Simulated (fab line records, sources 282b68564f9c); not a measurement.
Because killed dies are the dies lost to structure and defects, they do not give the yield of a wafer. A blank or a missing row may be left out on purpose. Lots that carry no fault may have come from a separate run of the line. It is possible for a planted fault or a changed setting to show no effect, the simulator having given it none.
fab line records / flow rit-cmos
[record] lots = 14 wafers = 42 last-day = 7
route steps=202 shown FOX1@20 SILICIDE@165 M1@202
lots with no fault: from the same line, run without faults
start-h: the number of hours between the record's first day and the start of the first shown wafer of the lot / wait-h: hours from the lot's prior step to this one / " identical to the entry in the row above / L1.1+2: a single row standing in for several wafers / - no value, or no start given / * or withheld: withheld / < > ~ a bound
route shown NAME@n: NAME is a module with steps in the file, n the number in the route of the first one / usual: the fault-free wafers' mean and standard deviation / same: alike in all rows / chamber/n: place in a boat / sites: each site's reading / _std_site: their standard deviation / _edge_site: the outer-site mean with the inner-site mean subtracted / radius-mm: how far each site lies from the wafer's centre / mask NAME#n: copy n / behind: the tool/chamber that last shaped the wafer / hold: cause of the lot's hold/its duration in hours/its outcome / device: which transistor (n, p or np) failed to switch / end of line: the tests these same wafers got at the end of their route / a step given without rows: its recipe and nothing more / killed: count of dies lost to structure and defects at first sort (not the wafer's yield) / map: a wafer's dies, x killed, . not, _ none there
set.NAME: setting as actually run; set.NAME@STEP: the setting as run at that earlier step / model.NAME: the simulator's own value behind a step, which no gauge read
one table for each step of the route and one row for each wafer, over a sample of lots
services: from which hour (start-h, from the record's first day; less than 0 if before it) a tool's chamber was out of use, for how many hours, and why
[[steps]]
[step RIT_FOX1_OXIDATION_00]
[recipe] temp-c = 1100 ambient = H2O target-thk-a = 3507 p-h2o-torr = 720 ox-time-s = 1130
[usual] ox-temp-c = 1099.9/0.52
lot.wafer=L566.1 tool=furnace-03 chamber=0 start-h=17.30 wait-h=0.9 ox-temp-c=1100.0
lot.wafer=L566.3 tool=furnace-03 chamber=0 start-h=17.30 wait-h=0.9 ox-temp-c=1099.6
lot.wafer=L566.6 tool=furnace-03 chamber=0 start-h=17.30 wait-h=0.9 ox-temp-c=1099.4
lot.wafer=L567.1 tool=furnace-03 chamber=0 start-h=20.68 wait-h=0.0 ox-temp-c=1099.5
lot.wafer=L567.3 tool=furnace-03 chamber=0 start-h=20.68 wait-h=0.0 ox-temp-c=1099.9
lot.wafer=L567.6 tool=furnace-03 chamber=0 start-h=20.68 wait-h=0.0 ox-temp-c=1099.1
lot.wafer=L568.1 tool=furnace-01 chamber=0 start-h=26.51 wait-h=0.9 ox-temp-c=1099.7
lot.wafer=L568.5 tool=furnace-01 chamber=0 start-h=26.51 wait-h=0.9 ox-temp-c=1099.2
lot.wafer=L568.6 tool=furnace-01 chamber=0 start-h=26.51 wait-h=0.9 ox-temp-c=1099.0
lot.wafer=L570.1 tool=furnace-04 chamber=0 start-h=37.00 wait-h=1.5 ox-temp-c=1098.9
lot.wafer=L570.4 tool=furnace-04 chamber=0 start-h=37.00 wait-h=1.5 ox-temp-c=1100.1
lot.wafer=L570.5 tool=furnace-04 chamber=0 start-h=37.00 wait-h=1.5 ox-temp-c=1099.7
lot.wafer=L571.1 tool=furnace-03 chamber=0 start-h=41.67 wait-h=0.0 ox-temp-c=1099.9
lot.wafer=L571.4 tool=furnace-03 chamber=0 start-h=41.67 wait-h=0.0 ox-temp-c=1099.4
lot.wafer=L571.5 tool=furnace-03 chamber=0 start-h=41.67 wait-h=0.0 ox-temp-c=1099.9
lot.wafer=L572.1 tool=furnace-03 chamber=0 start-h=47.04 wait-h=1.3 ox-temp-c=1099.8
lot.wafer=L572.5 tool=furnace-03 chamber=0 start-h=47.04 wait-h=1.3 ox-temp-c=1099.6
lot.wafer=L572.6 tool=furnace-03 chamber=0 start-h=47.04 wait-h=1.3 ox-temp-c=1099.7
lot.wafer=L573.1 tool=furnace-01 chamber=0 start-h=51.48 wait-h=0.0 ox-temp-c=1099.5
lot.wafer=L573.4 tool=furnace-01 chamber=0 start-h=51.48 wait-h=0.0 ox-temp-c=1099.7
lot.wafer=L573.5 tool=furnace-01 chamber=0 start-h=51.48 wait-h=0.0 ox-temp-c=1100.3
lot.wafer=L576.2 tool=furnace-04 chamber=0 start-h=68.78 wait-h=0.0 ox-temp-c=1098.7
lot.wafer=L576.3 tool=furnace-04 chamber=0 start-h=68.78 wait-h=0.0 ox-temp-c=1099.0
lot.wafer=L576.6 tool=furnace-04 chamber=0 start-h=68.78 wait-h=0.0 ox-temp-c=1098.5
lot.wafer=L577.2 tool=furnace-01 chamber=0 start-h=71.61 wait-h=0.5 ox-temp-c=1100.4
lot.wafer=L577.3 tool=furnace-01 chamber=0 start-h=71.61 wait-h=0.5 ox-temp-c=1100.3
lot.wafer=L577.5 tool=furnace-01 chamber=0 start-h=71.61 wait-h=0.5 ox-temp-c=1099.9
lot.wafer=L578.1 tool=furnace-04 chamber=0 start-h=77.42 wait-h=1.6 ox-temp-c=1100.3
lot.wafer=L578.4 tool=furnace-04 chamber=0 start-h=77.42 wait-h=1.6 ox-temp-c=1098.8
lot.wafer=L578.6 tool=furnace-04 chamber=0 start-h=77.42 wait-h=1.6 ox-temp-c=1099.3
lot.wafer=L586.1 tool=furnace-04 chamber=0 start-h=117.49 wait-h=0.0 ox-temp-c=1100.0
lot.wafer=L586.3 tool=furnace-04 chamber=0 start-h=117.49 wait-h=0.0 ox-temp-c=1099.8
lot.wafer=L586.6 tool=furnace-04 chamber=0 start-h=117.49 wait-h=0.0 ox-temp-c=1100.5
lot.wafer=L587.1 tool=furnace-04 chamber=0 start-h=122.48 wait-h=1.2 ox-temp-c=1100.0
lot.wafer=L587.4 tool=furnace-04 chamber=0 start-h=122.48 wait-h=1.2 ox-temp-c=1100.4
lot.wafer=L587.6 tool=furnace-04 chamber=0 start-h=122.48 wait-h=1.2 ox-temp-c=1100.3
lot.wafer=L588.4 tool=furnace-01 chamber=0 start-h=127.60 wait-h=0.4 ox-temp-c=1100.2
lot.wafer=L588.5 tool=furnace-01 chamber=0 start-h=127.60 wait-h=0.4 ox-temp-c=1099.5
lot.wafer=L588.6 tool=furnace-01 chamber=0 start-h=127.60 wait-h=0.4 ox-temp-c=1099.2
lot.wafer=L589.2 tool=furnace-03 chamber=0 start-h=132.20 wait-h=1.4 ox-temp-c=1099.7
lot.wafer=L589.3 tool=furnace-03 chamber=0 start-h=132.20 wait-h=1.4 ox-temp-c=1099.5
lot.wafer=L589.6 tool=furnace-03 chamber=0 start-h=132.20 wait-h=1.4 ox-temp-c=1100.4
[step RIT_FOX1_THK_MEAS_01]
[recipe] reads = SiO2_of_FOX1_OXIDATION_00
[usual] FOX1_OXIDE_THK = 347/7.1
lot.wafer=L566.1 tool=film-metro-03 chamber=- start-h=18.62 wait-h=0.0 FOX1_OXIDE_THK[nm]=357
lot.wafer=L566.3 tool=film-metro-03 chamber=- start-h=18.62 wait-h=0.0 FOX1_OXIDE_THK[nm]=358
lot.wafer=L566.6 tool=film-metro-03 chamber=- start-h=18.62 wait-h=0.0 FOX1_OXIDE_THK[nm]=356
lot.wafer=L567.1 tool=film-metro-02 chamber=- start-h=22.00 wait-h=0.0 FOX1_OXIDE_THK[nm]=349
lot.wafer=L567.3 tool=film-metro-02 chamber=- start-h=22.00 wait-h=0.0 FOX1_OXIDE_THK[nm]=349
lot.wafer=L567.6 tool=film-metro-02 chamber=- start-h=22.00 wait-h=0.0 FOX1_OXIDE_THK[nm]=347
lot.wafer=L568.1 tool=film-metro-03 chamber=- start-h=27.82 wait-h=0.0 FOX1_OXIDE_THK[nm]=352
lot.wafer=L568.5 tool=film-metro-03 chamber=- start-h=27.82 wait-h=0.0 FOX1_OXIDE_THK[nm]=353
lot.wafer=L568.6 tool=film-metro-03 chamber=- start-h=27.82 wait-h=0.0 FOX1_OXIDE_THK[nm]=358
lot.wafer=L570.1 tool=film-metro-03 chamber=- start-h=38.32 wait-h=0.0 FOX1_OXIDE_THK[nm]=350
lot.wafer=L570.4 tool=film-metro-03 chamber=- start-h=38.32 wait-h=0.0 FOX1_OXIDE_THK[nm]=347
lot.wafer=L570.5 tool=film-metro-03 chamber=- start-h=38.32 wait-h=0.0 FOX1_OXIDE_THK[nm]=348
lot.wafer=L571.1 tool=film-metro-03 chamber=- start-h=42.98 wait-h=0.0 FOX1_OXIDE_THK[nm]=349
lot.wafer=L571.4 tool=film-metro-03 chamber=- start-h=42.98 wait-h=0.0 FOX1_OXIDE_THK[nm]=355
lot.wafer=L571.5 tool=film-metro-03 chamber=- start-h=42.98 wait-h=0.0 FOX1_OXIDE_THK[nm]=354
lot.wafer=L572.1 tool=film-metro-02 chamber=- start-h=48.35 wait-h=0.0 FOX1_OXIDE_THK[nm]=351
lot.wafer=L572.5 tool=film-metro-02 chamber=- start-h=48.35 wait-h=0.0 FOX1_OXIDE_THK[nm]=352
lot.wafer=L572.6 tool=film-metro-02 chamber=- start-h=48.35 wait-h=0.0 FOX1_OXIDE_THK[nm]=354
lot.wafer=L573.1 tool=film-metro-03 chamber=- start-h=52.80 wait-h=0.0 FOX1_OXIDE_THK[nm]=340
lot.wafer=L573.4 tool=film-metro-03 chamber=- start-h=52.80 wait-h=0.0 FOX1_OXIDE_THK[nm]=338
lot.wafer=L573.5 tool=film-metro-03 chamber=- start-h=52.80 wait-h=0.0 FOX1_OXIDE_THK[nm]=339
lot.wafer=L576.2 tool=film-metro-03 chamber=- start-h=70.11 wait-h=0.0 FOX1_OXIDE_THK[nm]=342
lot.wafer=L576.3 tool=film-metro-03 chamber=- start-h=70.11 wait-h=0.0 FOX1_OXIDE_THK[nm]=349
lot.wafer=L576.6 tool=film-metro-03 chamber=- start-h=70.11 wait-h=0.0 FOX1_OXIDE_THK[nm]=349
lot.wafer=L577.2 tool=film-metro-03 chamber=- start-h=72.93 wait-h=0.0 FOX1_OXIDE_THK[nm]=339
lot.wafer=L577.3 tool=film-metro-03 chamber=- start-h=72.93 wait-h=0.0 FOX1_OXIDE_THK[nm]=335
lot.wafer=L577.5 tool=film-metro-03 chamber=- start-h=72.93 wait-h=0.0 FOX1_OXIDE_THK[nm]=331
lot.wafer=L578.1 tool=film-metro-03 chamber=- start-h=78.74 wait-h=0.0 FOX1_OXIDE_THK[nm]=337
lot.wafer=L578.4 tool=film-metro-03 chamber=- start-h=78.74 wait-h=0.0 FOX1_OXIDE_THK[nm]=342
lot.wafer=L578.6 tool=film-metro-03 chamber=- start-h=78.74 wait-h=0.0 FOX1_OXIDE_THK[nm]=339
lot.wafer=L586.1 tool=film-metro-01 chamber=- start-h=118.80 wait-h=0.0 FOX1_OXIDE_THK[nm]=211
lot.wafer=L586.3 tool=film-metro-01 chamber=- start-h=118.80 wait-h=0.0 FOX1_OXIDE_THK[nm]=215
lot.wafer=L586.6 tool=film-metro-01 chamber=- start-h=118.80 wait-h=0.0 FOX1_OXIDE_THK[nm]=209
lot.wafer=L587.1 tool=film-metro-01 chamber=- start-h=123.79 wait-h=0.0 FOX1_OXIDE_THK[nm]=207
lot.wafer=L587.4 tool=film-metro-01 chamber=- start-h=123.79 wait-h=0.0 FOX1_OXIDE_THK[nm]=210
lot.wafer=L587.6 tool=film-metro-01 chamber=- start-h=123.79 wait-h=0.0 FOX1_OXIDE_THK[nm]=205
lot.wafer=L588.4 tool=film-metro-02 chamber=- start-h=128.94 wait-h=0.0 FOX1_OXIDE_THK[nm]=358
lot.wafer=L588.5 tool=film-metro-02 chamber=- start-h=128.94 wait-h=0.0 FOX1_OXIDE_THK[nm]=355
lot.wafer=L588.6 tool=film-metro-02 chamber=- start-h=128.94 wait-h=0.0 FOX1_OXIDE_THK[nm]=355
lot.wafer=L589.2 tool=film-metro-03 chamber=- start-h=133.52 wait-h=0.0 FOX1_OXIDE_THK[nm]=344
lot.wafer=L589.3 tool=film-metro-03 chamber=- start-h=133.52 wait-h=0.0 FOX1_OXIDE_THK[nm]=353
lot.wafer=L589.6 tool=film-metro-03 chamber=- start-h=133.52 wait-h=0.0 FOX1_OXIDE_THK[nm]=349
[step RIT_SILICIDE_RTA_04]
[recipe] temp-c = 650 time-s = 10 idle-temp-c = 25 ramp-up-s = 5 ramp-down-s = 5 cool-to-c = 25 ambient = N2
[usual] wafer_temp_C_max = 652.8/0.71
lot.wafer=L566.1 tool=rtp-anneal-01 chamber=0 start-h=54.64 wait-h=0.1 wafer_temp_C_max=654.9
lot.wafer=L566.3 tool=rtp-anneal-01 chamber=0 start-h=54.64 wait-h=0.1 wafer_temp_C_max=653.9
lot.wafer=L566.6 tool=rtp-anneal-01 chamber=0 start-h=54.64 wait-h=0.1 wafer_temp_C_max=653.8
lot.wafer=L567.1 tool=rtp-anneal-02 chamber=0 start-h=57.34 wait-h=0.1 wafer_temp_C_max=652.7
lot.wafer=L567.3 tool=rtp-anneal-02 chamber=0 start-h=57.34 wait-h=0.1 wafer_temp_C_max=651.8
lot.wafer=L567.6 tool=rtp-anneal-02 chamber=0 start-h=57.34 wait-h=0.1 wafer_temp_C_max=652.1
lot.wafer=L568.1 tool=rtp-anneal-01 chamber=0 start-h=66.60 wait-h=0.1 wafer_temp_C_max=653.8
lot.wafer=L568.5 tool=rtp-anneal-01 chamber=0 start-h=66.60 wait-h=0.1 wafer_temp_C_max=651.8
lot.wafer=L568.6 tool=rtp-anneal-01 chamber=0 start-h=66.60 wait-h=0.1 wafer_temp_C_max=652.4
lot.wafer=L570.1 tool=rtp-anneal-01 chamber=0 start-h=73.25 wait-h=0.1 wafer_temp_C_max=653.8
lot.wafer=L570.4 tool=rtp-anneal-01 chamber=0 start-h=73.25 wait-h=0.1 wafer_temp_C_max=653.1
lot.wafer=L570.5 tool=rtp-anneal-01 chamber=0 start-h=73.25 wait-h=0.1 wafer_temp_C_max=652.2
lot.wafer=L571.1 tool=rtp-anneal-02 chamber=0 start-h=77.37 wait-h=0.1 wafer_temp_C_max=652.8
lot.wafer=L571.4 tool=rtp-anneal-02 chamber=0 start-h=77.37 wait-h=0.1 wafer_temp_C_max=651.7
lot.wafer=L571.5 tool=rtp-anneal-02 chamber=0 start-h=77.37 wait-h=0.1 wafer_temp_C_max=651.9
lot.wafer=L572.1 tool=rtp-anneal-01 chamber=0 start-h=82.00 wait-h=0.1 wafer_temp_C_max=652.6
lot.wafer=L572.5 tool=rtp-anneal-01 chamber=0 start-h=82.00 wait-h=0.1 wafer_temp_C_max=652.8
lot.wafer=L572.6 tool=rtp-anneal-01 chamber=0 start-h=82.00 wait-h=0.1 wafer_temp_C_max=654.0
lot.wafer=L573.1 tool=rtp-anneal-02 chamber=0 start-h=85.94 wait-h=0.1 wafer_temp_C_max=652.7
lot.wafer=L573.4 tool=rtp-anneal-02 chamber=0 start-h=85.94 wait-h=0.1 wafer_temp_C_max=652.0
lot.wafer=L573.5 tool=rtp-anneal-02 chamber=0 start-h=85.94 wait-h=0.1 wafer_temp_C_max=652.1
lot.wafer=L576.2 tool=rtp-anneal-01 chamber=0 start-h=105.44 wait-h=0.1 wafer_temp_C_max=652.4
lot.wafer=L576.3 tool=rtp-anneal-01 chamber=0 start-h=105.44 wait-h=0.1 wafer_temp_C_max=653.3
lot.wafer=L576.6 tool=rtp-anneal-01 chamber=0 start-h=105.44 wait-h=0.1 wafer_temp_C_max=653.1
lot.wafer=L577.2 tool=rtp-anneal-02 chamber=0 start-h=107.57 wait-h=0.1 wafer_temp_C_max=653.2
lot.wafer=L577.3 tool=rtp-anneal-02 chamber=0 start-h=107.57 wait-h=0.1 wafer_temp_C_max=652.1
lot.wafer=L577.5 tool=rtp-anneal-02 chamber=0 start-h=107.57 wait-h=0.1 wafer_temp_C_max=651.9
lot.wafer=L578.1 tool=rtp-anneal-01 chamber=0 start-h=115.13 wait-h=0.1 wafer_temp_C_max=653.3
lot.wafer=L578.4 tool=rtp-anneal-01 chamber=0 start-h=115.13 wait-h=0.1 wafer_temp_C_max=653.5
lot.wafer=L578.6 tool=rtp-anneal-01 chamber=0 start-h=115.13 wait-h=0.1 wafer_temp_C_max=653.1
lot.wafer=L586.1 tool=rtp-anneal-01 chamber=0 start-h=155.53 wait-h=0.1 wafer_temp_C_max=652.9
lot.wafer=L586.3 tool=rtp-anneal-01 chamber=0 start-h=155.53 wait-h=0.1 wafer_temp_C_max=652.7
lot.wafer=L586.6 tool=rtp-anneal-01 chamber=0 start-h=155.53 wait-h=0.1 wafer_temp_C_max=654.8
lot.wafer=L587.1 tool=rtp-anneal-01 chamber=0 start-h=157.11 wait-h=0.1 wafer_temp_C_max=653.2
lot.wafer=L587.4 tool=rtp-anneal-01 chamber=0 start-h=157.11 wait-h=0.1 wafer_temp_C_max=653.0
lot.wafer=L587.6 tool=rtp-anneal-01 chamber=0 start-h=157.11 wait-h=0.1 wafer_temp_C_max=653.5
lot.wafer=L588.4 tool=rtp-anneal-01 chamber=0 start-h=167.33 wait-h=0.1 wafer_temp_C_max=652.8
lot.wafer=L588.5 tool=rtp-anneal-01 chamber=0 start-h=167.33 wait-h=0.1 wafer_temp_C_max=652.8
lot.wafer=L588.6 tool=rtp-anneal-01 chamber=0 start-h=167.33 wait-h=0.1 wafer_temp_C_max=652.3
lot.wafer=L589.2 tool=rtp-anneal-02 chamber=0 start-h=171.78 wait-h=0.1 wafer_temp_C_max=653.7
lot.wafer=L589.3 tool=rtp-anneal-02 chamber=0 start-h=171.78 wait-h=0.1 wafer_temp_C_max=652.3
lot.wafer=L589.6 tool=rtp-anneal-02 chamber=0 start-h=171.78 wait-h=0.1 wafer_temp_C_max=652.1
[step RIT_M1_PROBE_99]
[usual] killed-at-contacts = 0.1/0.32 killed-at-front-end = 7/3 killed-dies = 7/3.1 killed-open = 3.3/1.8 killed-short = 3.6/2
[same] gross-dies = 264 killed_at_M0_to_M3 = 0 killed_at_M4_up = 0 killed-at-back-side = 0 killed-at-other = 0
lot.wafer=L586.1 tool=prober-01 chamber=- start-h=162.37 wait-h=0.1 killed-at-contacts=0 killed-at-front-end=6 killed-dies=6 killed-open=4 killed-short=2
lot.wafer=L586.3 tool=prober-01 chamber=- start-h=162.47 wait-h=0.2 killed-at-contacts=0 killed-at-front-end=4 killed-dies=4 killed-open=3 killed-short=1
lot.wafer=L586.6 tool=prober-01 chamber=- start-h=162.62 wait-h=0.2 killed-at-contacts=0 killed-at-front-end=2 killed-dies=2 killed-open=1 killed-short=1
lot.wafer=L587.1 tool=prober-02 chamber=- start-h=163.87 wait-h=0.1 killed-at-contacts=2 killed-at-front-end=5 killed-dies=7 killed-open=3 killed-short=3
lot.wafer=L587.4 tool=prober-02 chamber=- start-h=164.02 wait-h=0.2 killed-at-contacts=0 killed-at-front-end=8 killed-dies=8 killed-open=3 killed-short=5
lot.wafer=L587.6 tool=prober-02 chamber=- start-h=164.12 wait-h=0.2 killed-at-contacts=0 killed-at-front-end=8 killed-dies=8 killed-open=3 killed-short=5
lot.wafer=L588.4 tool=prober-01 chamber=- start-h=174.29 wait-h=0.2 killed-at-contacts=0 killed-at-front-end=7 killed-dies=7 killed-open=2 killed-short=4
lot.wafer=L588.5 tool=prober-01 chamber=- start-h=174.34 wait-h=0.2 killed-at-contacts=0 killed-at-front-end=9 killed-dies=9 killed-open=5 killed-short=4
lot.wafer=L588.6 tool=prober-01 chamber=- start-h=174.39 wait-h=0.2 killed-at-contacts=0 killed-at-front-end=6 killed-dies=6 killed-open=4 killed-short=2
// killed by level:class
L586.1 GATE:geometric-particle:open=3 FOX1:geometric-particle:open=1 FOX1:geometric-particle:short=1 REOX:geometric-particle:short=1
L586.3 GATE:geometric-particle:open=2 REOX:geometric-particle:open=1 REOX:geometric-particle:short=1
L586.6 GATE:geometric-particle:open=1 SPACER:geometric-particle:short=1
L587.1 GATE:geometric-particle:open=2 FOX1:geometric-particle:short=1 SPACER:geometric-particle:open=1 SILICIDE:geometric-particle:short=1 CONTACT:geometric-particle:short=1 CONTACT:coat-microbubble-printed=1
L587.4 GATE:geometric-particle:short=3 FOX1:geometric-particle:short=2 FOX1:geometric-particle:open=1 GATE:geometric-particle:open=1 REOX:geometric-particle:open=1
L587.6 GATE:geometric-particle:short=3 FOX1:geometric-particle:short=1 GATE:geometric-particle:open=1 REOX:geometric-particle:open=1 SPACER:geometric-particle:short=1 SILICIDE:geometric-particle:open=1
L588.4 SPACER:geometric-particle:short=3 ACTIVE:geometric-particle:open=1 FOX1:geometric-particle:short=1 GATE:geometric-particle:open=1 PRETRO:coat-microbubble-printed=1
L588.5 REOX:geometric-particle:open=3 FOX1:geometric-particle:short=1 FOX1:geometric-particle:open=1 FOX2:geometric-particle:short=1 GATE:geometric-particle:short=1 GATE:geometric-particle:open=1 REOX:geometric-particle:short=1
L588.6 SPACER:geometric-particle:open=2 FOX1:geometric-particle:open=1 FOX1:geometric-particle:short=1 GATE:geometric-particle:short=1 SILICIDE:geometric-particle:open=1
[[services]]
tool=furnace-04 chamber=- start-h=34.39 hours=2.6 kind=pm
tool=furnace-01 chamber=- start-h=59.51 hours=4.3 kind=pm
tool=furnace-03 chamber=- start-h=129.58 hours=2.6 kind=pm
tool=rtp-anneal-02 chamber=- start-h=152.63 hours=5.1 kind=pm
tool=furnace-03 chamber=- start-h=155.16 hours=3.8 kind=pm
[[key]]
[first-sign] step = RIT_FOX1_THK_MEAS_01 reading = FOX1_OXIDE_THK direction = down sigmas = 19 usual = 347 struck = 209
effect none on later readings
met-at RIT_FOX1_OXIDATION_00
struck-lots L586,L587
tester-left-out L586,L587
[loop-trim] step = RIT_M1_EXPOSE_06 setting = dose lots = L586,L587
not-acting-at RIT_SILICIDE_RTA_04
onset-between 77.42 117.49
[fault] kind = process-parameter-drift tool = furnace-04 chamber = - onset-h = 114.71 steps = RIT_FOX1_OXIDATION_00 channel = ox-time-s offset = * shape = step end-h = 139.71 acts-in = * stated = *
// tester-left-out: of these lots the tester's yield and bins aren't shown, on N5 and GAA mostly nor the transistor test; their killed dies are dies lost to structure and defects alone, not to doping, threshold or leakage, so they don't give the yield
// loop-trim: a control loop set the setting to another value than it would have without faults
